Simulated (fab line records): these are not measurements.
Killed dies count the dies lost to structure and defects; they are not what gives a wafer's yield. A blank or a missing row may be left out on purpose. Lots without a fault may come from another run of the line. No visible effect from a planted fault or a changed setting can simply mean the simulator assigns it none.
Struck lot and sound lot, side by side -- flow berkeley cmos170 -- 15 out of 331 route steps
Sound: wafers L980.2, L980.3, L980.5. Wafers struck: L978.1, L978.3, L978.4. The cause is given at the end.
For every step that has rows: the tool of each side, followed by ch and its chambers, followed by its first start. Under that, the readings that differ: sound wafers -- struck wafers -- difference of the means -- sigmas: that difference in standard deviations of wafers without a fault.
alike: words and numbers the same on both sides, and readings whose means are apart by under 2 such deviations; not compared: readings that were withheld, readings missing a value for some wafer, numbers with overlapping values and no deviation given by the record, and bounds like >300 which may hide the same value.
Wherever a step has rows on one side only, a row that says differs or no value, or a row with sigmas, the two part there. Non-overlapping numbers with no deviation appear without sigmas and do not part them. Lack of a reading on every wafer of one side parts them only where that side has two or more wafers.

first, 6 steps without rows for these wafers: UCB170_NWELL_HMDS_06 (prime time 60 s); UCB170_NWELL_COAT_07 (resist thk 909.2 nm); UCB170_NWELL_SOFTBAKE_08 (time 60 s); UCB170_NWELL_EXPOSE_09 (exposes mask NWELL, target cd 3000 nm); UCB170_NWELL_PEB_10; UCB170_NWELL_DEVELOP_11 (develop time 45 s).
UCB170_NWELL_OVL_MEAS_12:
  sound on overlay-01, day 6 01:59; struck on overlay-02, day 5 12:04
  alike: NWELL_OVL
UCB170_NWELL_ETCH_13: etches Si3N4 in CH3F/Ar/O2, stops on SiO2, target depth 246.4 nm, time 154 s.
  sound on rie diel-04 ch 2,3, day 6 02:01; struck on rie diel-01 ch 1,2,3, day 5 12:06
  alike: CH3F_flow_sccm, O2_flow_sccm, drypump motor current A, oes product au, throttle valve pct
  not compared: rf hours counter h
following that, these wafers have no rows for 1 step: UCB170_NWELL_IMPLANT_14.
UCB170_NWELL_STRIP_15: strips in O2.
  sound on plasma asher-03 ch 0,1, day 6 02:16; struck on plasma asher-03 ch 0,1, day 5 12:22
  alike: drypump motor current A, oes product au, strip time to endpoint s
  not compared: rf hours counter h
UCB170_NWELL_TW_MEAS_16:
  sound on film metro-03, day 6 02:22; struck on film metro-02, day 5 12:28
  alike: NWELL_TW
then, 1 step without rows for these wafers: UCB170_NWELL_CLEAN_17 (cleans in SPM, time 600 s).
UCB170_NWELL_WET_ETCH_18: etches Si3N4 in H3PO4, time 14400 s.
  sound on wet bench-03 ch 0, day 6 02:35; struck on wet bench-01 ch 3, day 5 12:41
  no value came back on the struck wafers for bath guard temp C (C), bath heat duty pct (%), time s (s); on the sound wafers bath guard temp C (C) reads 158.7 159.0 159.5
reading,sound,struck,difference,sigmas
model.Si3N4_of_NWELL_CVD_04.thk nm (nm),0 0 0,226 225.8 225.2,+226,
model.SiO2_of_NWELL_OXIDATION_01.thk nm (nm),0 0 0,26.31 26.53 26.08,+26.31,
then, 1 step without rows for these wafers: UCB170_NWELL_WET_ETCH_19 (etches SiO2 in BOE, time 22 s).
-- the record jumps here: 7 days lie between the struck wafers' starts before and after (it left off in module NWELL and takes up again in module M3, whose first step shown is number 331 of the route) --
UCB170_M3_PROBE_99:
  rows exist in the record for the struck wafers here (prober-02, day 12 19:19), but not for the sound ones

WHERE THEY PART
At UCB170_NWELL_WET_ETCH_18 first; at UCB170_M3_PROBE_99 last (within this record only).

WHY: whatever the simulator had introduced
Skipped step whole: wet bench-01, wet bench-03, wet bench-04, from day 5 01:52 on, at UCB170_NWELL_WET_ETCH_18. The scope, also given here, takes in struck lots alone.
